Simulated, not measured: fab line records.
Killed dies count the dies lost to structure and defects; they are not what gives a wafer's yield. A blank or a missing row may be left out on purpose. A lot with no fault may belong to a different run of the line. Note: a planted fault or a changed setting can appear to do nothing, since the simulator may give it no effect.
What tool caused it?    flow berkeley cmos170    7 lots, 21 wafers sampled, at 3 steps of a route of 331

== WHAT THE GAUGES SHOWED, per wafer ==
UCB170_NVT_TW_MEAS_09.
lot   measured      on             NVT_TW
L856  day 6 19:31   film metro-01  527.1 531.5 528.6
L859  day 7 12:22   film metro-01  530.5 531.3 532.7
L860  day 7 19:19   film metro-02  527.4 529.5 531.3
L863  day 8 02:33   film metro-01  452.1 456.4 454.2
L865  day 8 20:54   film metro-02  531.0 528.3 534.0
L868  day 8 21:28   film metro-04  525.8 525.2 527.1
L877  day 11 15:52  film metro-04  528.0 528.1 525.2

== WHICH TOOL RAN EACH LOT (tool, then ch and the chambers of the sampled wafers, then the start) ==
lot   UCB170_PWELL_ETCH_14               UCB170_NVT_IMPLANT_07
L856  rie diel-03 ch 0,1, day 3 17:53    implanter-02 ch 0, day 6 19:17
L859  rie diel-03 ch 1,2, day 4 08:19    implanter-02 ch 0, day 7 12:07
L860  rie diel-02 ch 0,2,3, day 4 19:19  implanter-04 ch 0, day 7 19:04
L863  rie diel-02 ch 0,2,3, day 5 07:28  implanter-04 ch 0, day 8 02:19
L865  rie diel-02 ch 0,2, day 5 22:39    implanter-02 ch 0, day 8 20:39
L868  rie diel-01 ch 0,1, day 5 23:12    implanter-01 ch 0, day 8 21:14
L877  rie diel-03 ch 0,2,3, day 8 04:52  implanter-02 ch 0, day 11 15:40
- UCB170_PWELL_ETCH_14: etches Si3N4 in CH3F/Ar/O2, stops on SiO2, target depth 242 nm, time 151 s.
- UCB170_NVT_IMPLANT_07

== THE ANSWER, worked out from the rows above alone ==
Rule: the lots themselves supply what counts as usual. The widest of any qualifying gaps counts: lots, ordered by their means at a reading, are off when they make up no more than a third of the lots, leave a main group of 4 or more, and stand apart from it by 3 or more times the standard deviation of that group's means. Not used: any main group whose means are identical at the precision the tables above print for the reading. Also off: a lot with no number at a reading for which 4 or more lots have one. Where the step has rows for the other lots, those lots are counted as sound.
Off: L863, at UCB170_NVT_TW_MEAS_09 (NVT_TW). For the main group the mean is 529.0 and the standard deviation 2.
If a tool, at a process step before that reading, ran all the lots that are off and no sound lot after the first of them, it fits. Gauges at UCB170_NVT_TW_MEAS_09: tried the same way as those tools. Can't be told from this: 2 tools fit, implanter-04 at UCB170_NVT_IMPLANT_07, film metro-01 at UCB170_NVT_TW_MEAS_09.

== WHAT THE SIMULATOR PUT IN ==
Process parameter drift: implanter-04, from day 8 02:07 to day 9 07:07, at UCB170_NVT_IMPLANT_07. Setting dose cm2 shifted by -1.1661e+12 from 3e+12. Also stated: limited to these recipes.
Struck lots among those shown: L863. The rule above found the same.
